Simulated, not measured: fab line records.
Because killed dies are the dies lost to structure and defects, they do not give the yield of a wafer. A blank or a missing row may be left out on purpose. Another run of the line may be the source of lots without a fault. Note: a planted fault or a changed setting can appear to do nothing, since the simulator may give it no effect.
One fault through the eyes of 2 desks || flow berkeleyCmos170 || numbers are kept per desk, each desk with only its own; the story behind them comes last

AT THE TOOL OWNER'S DESK: pecvd-02
The tool's own readings at UCB170_V1_CVD_00 (deposits SiO2 from TEOS/O2, target thk 2000 nm, time 250 s): means of the sampled wafers that have a number, for each lot that ran on this tool. Any lot whose mean is over 4 standard deviations away from the usual mean is out of limits and marked OUT; that distance is given in the brackets.
Columns: A = heaterPowerW at UCB170_V1_CVD_00, usual 255 W
{"lot": "L786", "first seen here": "day 8 03:07", "A": 202}
{"lot": "L787", "first seen here": "day 8 16:07", "A": 223}
{"lot": "L791", "first seen here": "day 9 09:46", "A": 204}
{"lot": "L802", "first seen here": "day 12 02:22", "A": 212}
{"lot": "L804", "first seen here": "day 12 02:32", "A": 231}
This desk found nothing out of limits on any of the 5 lots.

AT THE METROLOGY DESK
Lot by lot, what the gauges showed, no matter which tool ran the lot: averages of those sampled wafers that carry a number. Any lot whose mean is over 4 standard deviations away from the usual mean is out of limits and marked OUT; that distance is given in the brackets.
Columns: A = cdNm at UCB170_PLDD_CD_MEAS_06, usual 1200.8 nm; B = NLDD_OVL at UCB170_NLDD_OVL_MEAS_07, usual -5 nm; C = V1_POLISHED_THK at UCB170_V1_THK_MEAS_04, usual 1000.3 nm
{"lot": "L781", "first seen here": "day 6 10:56", "A": 1200.4, "B": 2, "C": 1000.7}
{"lot": "L786", "first seen here": "day 7 04:04", "A": 1201.0, "B": -14, "C": 1000.5}
{"lot": "L784", "first seen here": "day 7 04:17", "A": 1202.0, "B": -2, "C": 1000.6}
{"lot": "L785", "first seen here": "day 7 04:30", "A": 1202.5, "B": -1, "C": 999.1}
{"lot": "L788", "first seen here": "day 7 13:17", "A": 1200.4, "B": -10, "C": 1000.5}
{"lot": "L787", "first seen here": "day 7 13:37", "A": 1200.2, "B": -4, "C": 999.5}
{"lot": "L789", "first seen here": "day 7 18:59", "A": 1202.4, "B": -7, "C": 1000.2}
{"lot": "L791", "first seen here": "day 8 09:17", "A": 1200.4, "B": -6, "C": 999.4}
{"lot": "L792", "first seen here": "day 8 09:57", "A": 1200.9, "B": -7, "C": 1001.5}
{"lot": "L794", "first seen here": "day 8 16:21", "A": 1202.1, "B": -7, "C": 999.3}
{"lot": "L793", "first seen here": "day 8 16:36", "A": 1202.1, "B": -9, "C": 1000.4}
{"lot": "L796", "first seen here": "day 9 11:04", "A": 1201.0, "B": -6, "C": 1001.2}
{"lot": "L802", "first seen here": "day 10 20:05", "A": 1198.8, "B": 5, "C": "934.3 (-66) OUT"}
{"lot": "L804", "first seen here": "day 10 21:43", "A": 1200.8, "B": -11, "C": "934.8 (-65) OUT"}
Finding of this desk: L802, L804 out of limits, first seen on L802 at day 12 03:02 (V1_POLISHED_THK at UCB170_V1_THK_MEAS_04). L781, L786, L784, L785, L788, L787, L789, L791, L792, L794, L793, L796: within limits.

PUT TOGETHER
The metrology desk could have raised an alarm at day 12 03:02, on L802, L804.
The tool owner's desk saw nothing out of limits.
The tool owner's desk has L802, L804 on record, within its limits.
Of the lots named, all ran UCB170_V1_CVD_00 on pecvd-02.

WHAT WAS PUT IN BY THE SIMULATOR
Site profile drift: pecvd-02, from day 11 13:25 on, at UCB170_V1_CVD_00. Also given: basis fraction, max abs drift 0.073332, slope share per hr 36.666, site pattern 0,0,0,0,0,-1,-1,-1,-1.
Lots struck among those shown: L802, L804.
Per desk, hours elapsed from the start of the fault to the first reading out of limits: for the metrology desk, 14.
